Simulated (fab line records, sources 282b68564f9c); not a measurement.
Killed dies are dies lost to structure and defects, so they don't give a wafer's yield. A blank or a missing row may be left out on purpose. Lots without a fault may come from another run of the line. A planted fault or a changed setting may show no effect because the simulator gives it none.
Chamber matching | flow rit_cmos | RIT_CONTACT_CVD_00 on pecvd-04: 3 sister chambers
The step deposits SiO2 from TEOS, target thk 400 nm, time 61 s. 3 wafers are shown with their chamber, then 7 later ones without.

WAFERS WITH THEIR CHAMBER
wafer  | chamber | heater_power_w (W)
L531.1 | 2       | 362
L534.2 | 0       | 266
L534.4 | 1       | 305

WAFERS WITHOUT THEIR CHAMBER
wafer  | heater_power_w (W)
L534.5 | 289
L540.2 | 305
L540.3 | 349
L540.4 | 315
L543.3 | 387
L543.4 | 315
L543.5 | 312

WHICH CHAMBER EACH WENT THROUGH
wafer  | from the rows above     | in truth
L534.5 | can't be placed: 1 or 0 | 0
L540.2 | 1                       | 1
L540.3 | 2                       | 2
L540.4 | 1                       | 1
L543.3 | 2                       | 2
L543.4 | 1                       | 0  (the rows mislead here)
L543.5 | 1                       | 1
Placed correctly: 5 of 7. Can't be placed from these rows: 1 (the true chamber is among the candidates in 1). Placed wrongly: 1.
How it was worked out, from the rows above alone: a wafer's distance from a chamber is the root of the sum, over the readings, of the square of ((its reading less the chamber's mean) divided by the reading's scatter). The wafer belongs to the nearest chamber; if the next one is less than 2 further off, it can't be placed. A chamber's mean is the mean of its shown wafers. The scatter: with one shown wafer a chamber, the root of the mean of the squares of how far each hidden wafer lies from its nearest shown one.
